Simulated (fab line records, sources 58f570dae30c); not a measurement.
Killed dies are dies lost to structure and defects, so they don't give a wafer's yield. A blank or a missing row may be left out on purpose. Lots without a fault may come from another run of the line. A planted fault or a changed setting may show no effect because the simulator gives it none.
A struck lot beside a sound one | flow berkeley_cmos170 | 17 steps out of a route of 331
Sound: wafers L473.2, L473.3, L473.4. Struck: wafers L463.1, L463.2, L463.6. The cause comes at the end.
At each step with rows: each side's tool, then ch and its chambers, then its first start. Under that, the readings that differ: sound wafers | struck wafers | difference of the means | sigmas: that difference in standard deviations of wafers without a fault.
alike: readings whose means differ by less than 2 such deviations, and words and numbers that are the same on both sides. not compared: withheld readings, readings that some wafer has no value for, bounds like >300 that may hide the same value, and numbers for which the record gives no deviation and whose values overlap.
The two part at a step that has a row with sigmas, a row that says differs or no value, or rows on one side only. Numbers that don't overlap but have no deviation are shown without sigmas and don't part them. A reading that every wafer of one side lacks parts them only if that side has two wafers or more.

first, 5 steps without rows for these wafers: UCB170_NLDD_COAT_01 (resist thk 900 nm); UCB170_NLDD_SOFTBAKE_02 (time 60 s); UCB170_NLDD_EXPOSE_03 (exposes mask NSELECT, target cd 1200 nm); UCB170_NLDD_PEB_04; UCB170_NLDD_DEVELOP_05 (develop time 45 s).
UCB170_NLDD_CD_MEAS_06: target cd 1200 nm.
  sound on cd_sem-01, day 10 07:42; struck on cd_sem-02, day 8 11:57
  alike: cd_nm
UCB170_NLDD_OVL_MEAS_07:
  sound on overlay-01, day 10 07:48; struck on overlay-02, day 8 12:04
  alike: NLDD_OVL
then, 2 steps without rows for these wafers: UCB170_NLDD_IMPLANT_08; UCB170_NLDD_IMPLANT_09.
UCB170_NLDD_STRIP_10: strips in O2.
  sound on plasma_asher-04 ch 0,1, day 10 08:10; struck on plasma_asher-01 ch 0,1, day 8 12:24
  alike: drypump_motor_current_A, o2_flow_sccm, oes_product_au, strip_time_to_endpoint_s
  not compared: rf_hours_counter_h
UCB170_NLDD_TW_MEAS_11:
  sound on film_metro-01, day 10 08:16; struck on film_metro-01, day 8 12:30
  alike: NLDD_TW
then, 1 step without rows for these wafers: UCB170_NLDD_CLEAN_12 (cleans in SPM, time 600 s).
UCB170_SPACER_CVD_00: deposits SiO2 from TEOS/O2, target thk 376 nm, time 47 s.
  sound on pecvd-01 ch 0,1,2, day 10 08:31; struck on pecvd-03 ch 0,1, day 8 13:06
  alike: heater_power_w, rf_fwd_power_W
UCB170_SPACER_THK_MEAS_01:
  sound on film_metro-02, day 10 08:34; struck on film_metro-04, day 8 13:09
  reading              | sound       | struck      | difference | sigmas
  SPACER_TEOS_THK (nm) | 374 370 379 | 747 731 755 | +370       | +79
then, 1 step without rows for these wafers: UCB170_SPACER_ANNEAL_02 (time 1800 s).
UCB170_SPACER_ETCHBACK_03: etches SiO2 in CHF3/CF4/Ar, stops on Si, target depth 376 nm, time 100 s.
  sound on rie_diel-03 ch 0,2,3, day 10 13:58; struck on rie_diel-03 ch 1,2, day 8 21:18
  reading                  | sound             | struck            | difference | sigmas
  oes_product_au (a.u.)    | 0.899 0.872 0.902 | 0.998 1.003 1.008 | +0.112     | +8
  model.etch.depth_nm (nm) | 374.6 369.5 379.6 | 443.4 435.3 435.1 | +63.4      |
  alike: drypump_motor_current_A, rf_fwd_power_W, throttle_valve_pct
  not compared: rf_hours_counter_h
UCB170_M3_PROBE_99:
  the record has rows for the struck wafers here (prober-01, day 9 23:44) and none for the sound ones

WHERE THEY PART
First at UCB170_SPACER_THK_MEAS_01; last, within this record, at UCB170_M3_PROBE_99.

WHY: what the simulator had put in
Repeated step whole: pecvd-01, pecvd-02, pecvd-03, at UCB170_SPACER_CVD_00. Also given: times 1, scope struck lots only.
